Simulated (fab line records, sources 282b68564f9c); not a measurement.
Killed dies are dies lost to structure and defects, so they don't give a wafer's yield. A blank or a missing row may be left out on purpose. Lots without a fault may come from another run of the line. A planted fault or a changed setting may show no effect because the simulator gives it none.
fab line records | flow rit_cmos
record lots=6 wafers=18 last_day=8
route steps=202 shown CONTACT@183 M1@184
lots that met no fault: from a run of the same line without faults
start_h: hours from the record's first day to the start of the lot's first wafer shown | wait_h: hours since the lot's step before | " the same as in the row above | L1.1+2: a row that stands for several wafers | - no value, or no start given | * or withheld: withheld | < > ~ a bound
route shown NAME@n: a module of which the file shows steps, and the number in the route of the first | usual: mean/standard deviation of fault-free wafers | same: alike in all rows | chamber/n: place in a boat | sites: the reading at each site | _std_site: their standard deviation | _edge_site: outer sites' mean less inner sites' | radius_mm: how far each site lies from the wafer's centre | mask NAME#n: copy n | behind: the tool/chamber that last shaped the wafer | hold: why the lot was held/for how many hours/how that ended | device: the transistor (n, p or np) that didn't switch | end of line: the same wafers' tests at the end of the route | a step without rows: its recipe alone | killed: dies lost to structure and defects at the first sort, not the wafer's yield | map: a wafer's dies, x killed, . not, _ none there
set.NAME: the setting as run; set.NAME@STEP: as run at that earlier step | model.NAME: the simulator's own value behind a step, which no gauge read
lots at some steps of the route; a table a step, a row a wafer
services: from which hour (start_h, from the record's first day; less than 0 if before it) a tool's chamber was out of use, for how many hours, and why
## steps
# step RIT_CONTACT_CLEAN_14
# recipe chemistry=SC2 mix=3:3:50 time_s=600 temp_c=75 dry=n2_spin
# step RIT_M1_SPUTTER_00
# recipe material=Al target_thk_nm=400 power_w=2000 chamber_pressure_pa=0.4 gas=Ar time_s=500 substrate_temp_c=25
# usual throttle_valve_pct=30.2/0.84
# columns lot.wafer tool chamber start_h wait_h throttle_valve_pct
L888.2 pvd_sputter-02 - 80.98 0.0 31.5
L888.3 " - " " 30.1
L888.5 " - " " 29.5
L893.1 pvd_sputter-02 - 104.64 0.0 29.6
L893.2 " - " " 30.1
L893.5 " - " " 31.3
L896.4 pvd_sputter-04 - 120.17 0.0 29.7
L896.5 " - " " 30.0
L896.6 " - " " 29.9
L899.2 pvd_sputter-03 - 136.02 0.0 29.6
L899.3 " - " " 30.5
L899.4 " - " " 31.1
L902.3 pvd_sputter-04 - 161.69 0.0 30.1
L902.5 " - " " 30.3
L902.6 " - " " 29.9
L905.1 pvd_sputter-02 - 180.90 0.0 29.6
L905.5 " - " " 29.1
L905.6 " - " " 31.6
# step RIT_M1_RS_MEAS_01
# recipe thk_meas_gauge=four-point-probe reads=Al_of_M1_SPUTTER_00
# usual M1_AL_RS=0.0739/0.00083
# columns lot.wafer tool chamber start_h wait_h M1_AL_RS[ohm/sq]
L888.2 film_metro-04 - 81.29 0.2 0.0742
L888.3 " - " " 0.0731
L888.5 " - " " 0.0740
L893.1 film_metro-01 - 104.93 0.1 0.0740
L893.2 " - " " 0.0742
L893.5 " - " " 0.0749
L896.4 film_metro-04 - 120.53 0.2 0.0745
L896.5 " - " " 0.0734
L896.6 " - " " 0.0740
L899.2 film_metro-04 - 136.34 0.2 0.0740
L899.3 " - " " 0.0747
L899.4 " - " " 0.0729
L902.3 film_metro-03 - 162.02 0.2 0.0738
L902.5 " - " " 0.0732
L902.6 " - " " 0.0738
L905.1 film_metro-04 - 181.20 0.1 0.0749
L905.5 " - " " 0.0751
L905.6 " - " " 0.0738
# step RIT_M1_THK_MEAS_02
# recipe thk_meas_gauge=xrf reads=Al_of_M1_SPUTTER_00
# usual M1_AL_THK=395/4.9
# columns lot.wafer tool chamber start_h wait_h M1_AL_THK[nm]
L888.2 film_metro-04 - 81.40 0.1 391
L888.3 " - " " 399
L888.5 " - " " 394
L893.1 film_metro-01 - 105.05 0.1 399
L893.2 " - " " 396
L893.5 " - " " 396
L896.4 film_metro-04 - 120.62 0.1 393
L896.5 " - " " 398
L896.6 " - " " 395
L899.2 film_metro-04 - 136.45 0.1 394
L899.3 " - " " 391
L899.4 " - " " 402
L902.3 film_metro-03 - 162.12 0.1 397
L902.5 " - " " 400
L902.6 " - " " 399
L905.1 film_metro-04 - 181.32 0.1 387
L905.5 " - " " 389
L905.6 " - " " 394
# step RIT_M1_HMDS_03
# recipe prime_time_s=60 prime_temp_c=140
# step RIT_M1_COAT_04
# recipe resist=NOVOLAK spin_rpm=2000 resist_thk_nm=1300
# step RIT_M1_SOFTBAKE_05
# recipe resist=NOVOLAK temp_c=90 time_s=60
# step RIT_M1_EXPOSE_06
# recipe mask_id=M12 na=0.6 source_shape=conventional sigma_outer=0.5 target_cd_nm=2600 dose_mj=250
# step RIT_M1_PEB_07
# recipe resist=NOVOLAK temp_c=withheld time_s=withheld
# step RIT_M1_DEVELOP_08
# recipe resist=NOVOLAK develop_time_s=68 dev_temp_c=23
# step RIT_M1_CD_MEAS_09
# recipe target_cd_nm=2600
# usual cd_nm=2599.7/2
# columns lot.wafer tool chamber start_h wait_h cd_nm
L888.2 cd_sem-01 - 82.37 - 2600.0
L888.3 " - " " 2602.9
L888.5 " - " " 2601.1
L893.1 cd_sem-01 - 105.99 - 2596.6
L893.2 " - " " 2598.6
L893.5 " - " " 2595.3
L896.4 cd_sem-01 - 121.59 - 2600.1
L896.5 " - " " 2599.8
L896.6 " - " " 2599.4
L899.2 cd_sem-01 - 137.40 - 2599.9
L899.3 " - " " 2599.4
L899.4 " - " " 2599.1
L902.3 cd_sem-02 - 163.14 - 2599.5
L902.5 " - " " 2599.1
L902.6 " - " " 2598.3
L905.1 cd_sem-02 - 182.38 - 2599.9
L905.5 " - " " 2599.3
L905.6 " - " " 2599.2
# step RIT_M1_OVL_MEAS_10
# usual M1_OVL=-0.3/1.6
# columns lot.wafer tool chamber start_h wait_h M1_OVL[nm]
L888.2 overlay-02 - 82.48 0.1 -0.8
L888.3 " - " " -2.0
L888.5 " - " " -0.9
L893.1 overlay-02 - 106.11 0.1 -1.5
L893.2 " - " " -1.8
L893.5 " - " " -0.8
L896.4 overlay-02 - 121.67 0.1 -1.5
L896.5 " - " " -2.6
L896.6 " - " " -1.3
L899.2 overlay-02 - 137.50 0.1 0.7
L899.3 " - " " 2.3
L899.4 " - " " 1.0
L902.3 overlay-02 - 163.24 0.1 -1.1
L902.5 " - " " -1.0
L902.6 " - " " -0.1
L905.1 overlay-02 - 182.50 0.1 -0.3
L905.5 " - " " -0.7
L905.6 " - " " 0.1
# step RIT_M1_HARDBAKE_11
# recipe resist=NOVOLAK temp_c=140 time_s=120
# usual heater_power_total_W=52.02/0.06 plate_temp_C=140.02/0.15
# columns lot.wafer tool chamber start_h wait_h heater_power_total_W plate_temp_C
L888.2 litho_track-04 0 82.79 0.3 52.08 139.92
L888.3 " 0 " " 51.94 139.94
L888.5 " 0 " " 51.95 139.87
L893.1 litho_track-01 0 106.15 0.0 52.10 140.01
L893.2 " 0 " " 52.07 139.79
L893.5 " 0 " " 52.03 140.04
L896.4 litho_track-01 0 121.81 0.1 53.15 142.43
L896.5 " 0 " " 53.17 142.28
L896.6 " 0 " " 53.19 142.39
L899.2 litho_track-01 0 137.58 0.1 53.19 142.69
L899.3 " 0 " " 53.24 142.60
L899.4 " 0 " " 53.17 142.60
L902.3 litho_track-02 0 163.34 0.1 52.08 140.24
L902.5 " 0 " " 52.07 140.18
L902.6 " 0 " " 51.97 140.29
L905.1 litho_track-04 0 182.54 0.0 52.10 140.00
L905.5 " 0 " " 51.95 139.80
L905.6 " 0 " " 51.97 140.05
# step RIT_M1_METAL_ETCH_12
# recipe stop_on=SiO2 chemistry=Cl2/BCl3 target=Al time_s=165 over_etch_frac=0.5 pressure_mtorr=100 target_depth_a=6000 rf_w=250 Cl2_flow_sccm=60 bcl3_flow_sccm=50
# usual bcl3_flow_sccm=50.02/0.16 drypump_motor_current_A=5.5/0.36 oes_product_au=0.776/0.0096 throttle_valve_pct=8.43/0.11
# columns lot.wafer tool chamber start_h wait_h bcl3_flow_sccm drypump_motor_current_A oes_product_au rf_hours_counter_h throttle_valve_pct
L888.2 rie_metal-01 1 83.00 0.2 50.06 5.1 0.763 3 8.50
L888.3 " 0 " " 49.85 5.6 0.782 - 8.55
L888.5 " 1 " " 50.08 5.1 0.762 - 8.47
L893.1 rie_metal-01 0 106.40 0.2 49.83 5.6 0.789 3 8.56
L893.2 " 1 " " 50.06 5.1 0.774 3 8.49
L893.5 " 0 " " 49.87 5.6 0.780 - 8.56
L896.4 rie_metal-01 1 121.99 0.1 49.91 5.1 0.766 - 8.48
L896.5 " 0 " " 50.19 5.5 0.785 - 8.56
L896.6 " 1 " " 50.08 5.1 0.771 - 8.49
L899.2 rie_metal-01 1 137.78 0.2 49.82 5.1 0.762 3 8.48
L899.3 " 0 " " 50.11 5.6 0.774 - 8.56
L899.4 " 1 " " 49.72 5.1 0.779 - 8.48
L902.3 rie_metal-02 0 163.56 0.2 50.16 6.1 0.768 - 8.20
L902.5 " 1 " " 49.75 5.8 0.789 - 8.49
L902.6 " 0 " " 50.02 6.1 0.770 - 8.18
L905.1 rie_metal-02 1 182.79 0.2 50.08 5.8 0.773 0 8.52
L905.5 " 0 " " 49.76 6.1 0.766 - 8.20
L905.6 " 1 " " 50.09 5.8 0.781 - 8.51
# step RIT_M1_PROBE_99
# usual defect_limited_yield=97.2/1.2 killed_at_contacts=0.1/0.27 killed_at_front_end=7/3.1 killed_dies=7/3.2 killed_open=3.8/2.1 killed_short=3.6/2 sort_bin_3_pad_short=0.1/0.22 sort_bin_5_function=1.7/0.8 sort_bin_6_memory=1.0/0.64 sort_n_pass=257/3.2 sort_yield_pct=97.2/1.2
# same gross_dies=264 killed_at_M0_to_M3=0 killed_at_M4_up=0 killed_at_back_side=0 killed_at_other=0
# columns lot.wafer tool chamber start_h wait_h defect_limited_yield[%] killed_at_contacts killed_at_front_end killed_dies killed_open killed_short sort_bin_3_pad_short[%] sort_bin_5_function[%] sort_bin_6_memory[%] sort_n_pass sort_yield_pct[%]
L893.1 prober-02 - 108.65 0.1 96.6 0 9 9 3 6 0.4 1.5 1.5 255 96.6
L893.2 prober-02 - 108.70 0.1 97.7 0 6 6 3 3 0 1.9 0.4 258 97.7
L893.5 prober-02 - 108.85 0.2 95.8 0 11 11 4 7 0 2.3 1.9 253 95.8
L896.4 prober-01 - 124.34 0.2 96.2 0 10 10 2 8 0 2.3 1.5 254 96.2
L896.5 prober-01 - 124.39 0.2 95.5 0 12 12 6 6 0 1.9 2.7 252 95.5
L896.6 prober-01 - 124.44 0.2 97.3 0 7 7 4 3 0 1.9 0.8 257 97.3
L902.3 prober-01 - 165.86 0.2 98.1 0 5 5 3 2 0 1.1 0.8 259 98.1
L902.5 prober-01 - 165.96 0.2 94.3 0 15 15 10 5 0 3.4 2.3 249 94.3
L902.6 prober-01 - 166.01 0.2 97.3 0 7 7 4 3 0.4 1.5 0.8 257 97.3
# killed by level:class
L893.1 GATE:geometric_particle:short=2 GATE:geometric_particle:open=2 FOX2:geometric_particle:short=1 REOX:geometric_particle:short=1 SPACER:geometric_particle:short=1 SPACER:geometric_particle:open=1 SILICIDE:geometric_particle:short=1
L893.2 GATE:geometric_particle:open=2 SPACER:geometric_particle:short=2 SPACER:geometric_particle:open=1 SILICIDE:geometric_particle:short=1
L893.5 GATE:geometric_particle:short=3 SILICIDE:geometric_particle:short=3 FOX1:geometric_particle:short=1 FOX2:geometric_particle:open=1 GATE:geometric_particle:open=1 REOX:geometric_particle:open=1 SILICIDE:geometric_particle:open=1
L896.4 FOX1:geometric_particle:short=2 FOX2:geometric_particle:short=2 GATE:geometric_particle:short=2 SPACER:geometric_particle:short=2 GATE:geometric_particle:open=1 SPACER:geometric_particle:open=1
L896.5 GATE:geometric_particle:open=5 SPACER:geometric_particle:short=3 GATE:geometric_particle:short=2 FOX1:geometric_particle:open=1 FOX1:geometric_particle:short=1
L896.6 REOX:geometric_particle:short=2 ACTIVE:geometric_particle:open=1 GATE:geometric_particle:open=1 GATE:geometric_particle:short=1 SPACER:geometric_particle:open=1 SILICIDE:geometric_particle:open=1
L902.3 FOX1:geometric_particle:open=1 GATE:geometric_particle:open=1 REOX:geometric_particle:short=1 SPACER:geometric_particle:short=1 SILICIDE:geometric_particle:open=1
L902.5 GATE:geometric_particle:open=4 GATE:geometric_particle:short=3 REOX:geometric_particle:open=3 FOX1:geometric_particle:short=1 FOX1:geometric_particle:open=1 SPACER:geometric_particle:short=1 SPACER:geometric_particle:open=1 SILICIDE:geometric_particle:open=1
L902.6 GATE:geometric_particle:open=2 FOX1:geometric_particle:short=1 FOX2:geometric_particle:open=1 FOX2:geometric_particle:short=1 SPACER:geometric_particle:open=1 SPACER:geometric_particle:short=1
## services
# columns tool chamber start_h hours kind
pvd_sputter-03 - 58.43 1.1 repair
pvd_sputter-02 - 70.88 4.7 repair
rie_metal-01 - 112.92 1.4 pm
pvd_sputter-03 - 113.26 11.7 repair
rie_metal-02 - 125.76 14.6 pm
rie_metal-02 - 140.36 20.0 pm
rie_metal-02 0 140.36 20.0 vent_cycle
rie_metal-02 1 140.36 20.0 vent_cycle
rie_metal-02 - 160.36 2.8 pm
rie_metal-02 0 160.36 - clean
rie_metal-02 1 160.36 - clean
rie_metal-01 1 167.70 1.4 repair
## key
first_sign step=RIT_M1_HARDBAKE_11 reading=heater_power_total_W direction=up sigmas=20 usual=52.02 struck=53.19
effect step=RIT_M1_HARDBAKE_11 reading=plate_temp_C direction=up sigmas=16 usual=* struck=*
met_at RIT_M1_HARDBAKE_11
struck_wafers L896.4,L896.5,L896.6,L899.2,L899.3,L899.4
onset_between 106.15 121.81
fault kind=process_parameter_drift tool=litho_track-01 chamber=- onset_h=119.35 steps=RIT_M1_HARDBAKE_11 channel=temp_c offset=* shape=step end_h=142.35 acts_in=* stated=*
